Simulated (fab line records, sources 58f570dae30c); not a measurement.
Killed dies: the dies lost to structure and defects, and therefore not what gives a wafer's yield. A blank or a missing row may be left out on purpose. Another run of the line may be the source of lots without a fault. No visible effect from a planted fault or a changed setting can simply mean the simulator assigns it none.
8D (eight disciplines) problem report, filled in by code ; flow berkeley_cmos170 ; the parts of the form that need people (team, actions taken, sign-off) are left out

## 1. WHAT WENT WRONG
Mean PLDD_RS at UCB170_SDANNEAL_RS_MEAS_04: 1016.3 ohm/sq over 6 wafers in 2 lots; fault-free wafers: 1032.4 ohm/sq, standard deviation 2.5. That puts it -6.5 standard deviations away from the usual mean.
The step: measures by four-point-probe.
First observed at day 10 13:09: wafer L466.2, on film_metro-03. Wafers with a number at this step in the record: 42, from 14 lots. Rule for "out" (also "out of limits"): further than 4 standard deviations from the usual mean. The rest of the wafers with a number are treated as sound.

## 2. WHAT THIS IS AND IS NOT
question;is;is not
which readings at this step;PLDD_RS;-
which lots;L466, L469;L453, L455, L457, L460, L463, L464, L465, L467, L471, L472, L473, L474
which wafers of those lots;all that have a number;-
read on which gauges;film_metro-01, film_metro-03;film_metro-04
when;from day 10 13:09;"up to then (21 sound wafers); but 15 sound wafers of L467, L471, L472, L473, L474 came after"

## 3. WHAT RULES OUT EACH SUSPECT
Counting: any tool at a process step up to the reading is kept as a suspect provided that every lot that is out went through it and no sound lot did after the first of them.
- the gauge at UCB170_SDANNEAL_RS_MEAS_04 has been ruled out. Those wafers that are out were read across 2 gauges (film_metro-01, film_metro-03).
- implanter-04 at UCB170_PLDD_IMPLANT_09: kept. It ran every lot that is out, first L466 (day 10 00:28), and no sound lot after that; its last sound lot up to then is L465 (day 9 07:46). Its own dose_ions_cm2 readings are out on those wafers.
After counting, what remains is implanter-04 at UCB170_PLDD_IMPLANT_09.

## 4. THE CAUSE (what the simulator had put in)
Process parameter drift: implanter-04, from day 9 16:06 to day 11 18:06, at UCB170_PLDD_IMPLANT_09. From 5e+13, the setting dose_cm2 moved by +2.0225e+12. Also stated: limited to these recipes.
Counting left only this tool.

## 5. THE EFFECT CHAIN, in route order
One row per reading whose mean, taken over the struck wafers that have a number, lies over 3 standard deviations from the usual. Scope: only readings with a usual standard deviation given in the record; hours: median across lots of the time from each lot's start at the first step in this table that gives one to its start at this step; sigmas: change in usual standard deviations.
hours;step;reading;usual;on struck wafers;change;sigmas
0;UCB170_PLDD_IMPLANT_09;dose_ions_cm2;4.999e+13;5.205e+13;+2.062e+12;+34
14;UCB170_SDANNEAL_RS_MEAS_04;PLDD_RS;1032.4 ohm/sq;1016.3;-16.1;-6.5
Its process steps:
- UCB170_PLDD_IMPLANT_09

## 6. HOW IT WOULD HAVE BEEN CAUGHT EARLIER
In this record the first reading out of limits at a measuring or inspecting step was taken at day 10 13:09, 21 hours after the fault began at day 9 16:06.
At UCB170_PLDD_IMPLANT_09, the tool's own readings (dose_ions_cm2) were out on each struck wafer the step has a row for, so an alarm limit on them would have fired on the first such wafer.
By day 10 13:09 the whole set of lots that are out, 2 in number, had already begun UCB170_PLDD_IMPLANT_09 on implanter-04. Had the tool been put on hold then, not one of them would have been saved.
